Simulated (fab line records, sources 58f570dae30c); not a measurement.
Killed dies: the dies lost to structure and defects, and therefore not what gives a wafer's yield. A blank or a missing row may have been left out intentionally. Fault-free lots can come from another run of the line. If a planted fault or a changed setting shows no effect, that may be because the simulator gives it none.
Problem report, 8D (eight disciplines) form, completed by code | flow berkeley_cmos170 | the parts of the form that need people (team, actions taken, sign-off) are left out

== 1. WHAT IS WRONG ==
NSD_TW at UCB170_NSD_TW_MEAS_10 reads a mean of 3903 on 6 wafers of 2 lots; wafers without a fault read 4197 with a standard deviation of 36. That puts it -8.2 standard deviations away from the usual mean.
First seen on wafer L383.2, day 8 20:19, on film_metro-04. The record has a number at this step for 42 wafers belonging to 14 lots. The rule behind "out" and "out of limits": a value lying over 4 standard deviations away from the usual mean. The other wafers with a number count as sound.

== 2. WHAT IT IS AND WHAT IT IS NOT ==
question                    | is                           | is not
which readings at this step | NSD_TW                       | -
which lots                  | L383, L385                   | L377, L378, L379, L380, L381, L391, L392, L393, L394, L398, L399, L400
which wafers of those lots  | all that have a number       | -
read on which gauges        | film_metro-03, film_metro-04 | film_metro-01
when                        | from day 8 20:19             | up to then (15 sound wafers); but 21 sound wafers of L391, L392, L393, L394, L398, L399, L400 came after

== 3. THE SUSPECTS, EACH WITH WHAT RULES IT OUT ==
Counting: a tool at any process step up to the reading remains a suspect when it ran all the lots that are out and ran no sound lot after the first of those.
- the gauge at UCB170_NSD_TW_MEAS_10 has been ruled out. Those wafers that are out were read across 2 gauges (film_metro-03, film_metro-04).
- rie_si-01 at UCB170_GATE_ETCH_15 (etches poly-Si in HBr/Cl2, stops on SiO2, time 56.3 s, target depth 278.2 nm): ruled out as a lasting fault. After its first lot that is out, L383 (day 8 00:56), sound lots L391, L394, L399 ran on it.
- implanter-04 at UCB170_NSD_IMPLANT_08: kept. All lots that are out passed through it, beginning with L383 at day 8 20:05, and no sound lot followed; its final sound lot before that point was L380 at day 7 16:58. Its own readings are out on those wafers: dose_ions_cm2, end_station_pressure_torr, faraday_current_uA.
After counting, what remains is implanter-04 at UCB170_NSD_IMPLANT_08.

== 4. THE CAUSE (what the simulator had put in) ==
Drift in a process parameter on implanter-04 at UCB170_NSD_IMPLANT_08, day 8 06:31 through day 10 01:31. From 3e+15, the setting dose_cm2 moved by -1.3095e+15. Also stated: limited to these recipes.
Counting left only this tool.

== 5. SEQUENCE OF EFFECTS, ordered by route ==
Rows list readings where the struck wafers' mean (over those with a number) sits beyond 3 standard deviations from the usual. Readings are gone through only where the record gives a usual standard deviation; hours: the median, over the lots, of the time from a lot's start at the first step in this table giving one to that lot's start at this step; sigmas: the change measured in usual standard deviations.
hours | step                       | reading                   | usual         | on struck wafers | change      | sigmas
0     | UCB170_NSD_IMPLANT_08      | dose_ions_cm2             | 3.0004e+15    | 1.6912e+15       | -1.3092e+15 | -99 or more
0     | UCB170_NSD_IMPLANT_08      | end_station_pressure_torr | 1.26e-05 Torr | 9.10e-06         | -3.50e-06   | -5.1
0     | UCB170_NSD_IMPLANT_08      | faraday_current_uA        | 9245          | 5250             | -3995       | -21
0     | UCB170_NSD_STRIP_09        | oes_product_au            | 0.534 a.u.    | 0.588            | +0.054      | +11
0     | UCB170_NSD_STRIP_09        | strip_time_to_endpoint_s  | 35.81 s       | 30.65            | -5.16       | -78
0     | UCB170_NSD_TW_MEAS_10      | NSD_TW                    | 4197          | 3903             | -294        | -8.2
2     | UCB170_SDANNEAL_RS_MEAS_03 | NSD_RS                    | 37.26 ohm/sq  | 52.73            | +15.47      | +99 or more
Here are the process steps it includes:
- UCB170_NSD_IMPLANT_08
- UCB170_NSD_STRIP_09: strips in O2.

== 6. HOW IT WOULD HAVE BEEN CAUGHT EARLIER ==
The first out-of-limits reading at a measuring or inspecting step in this record came at day 8 20:19, 14 hours after the fault's start at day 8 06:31.
At UCB170_NSD_IMPLANT_08, the tool's own readings (dose_ions_cm2, end_station_pressure_torr, faraday_current_uA) were out on each struck wafer the step has a row for, so an alarm limit on them would have fired on the first such wafer.
L385, from the lots that are out (2), started UCB170_NSD_IMPLANT_08 on implanter-04 later than day 8 20:19. A hold on the tool at that time would have spared it.
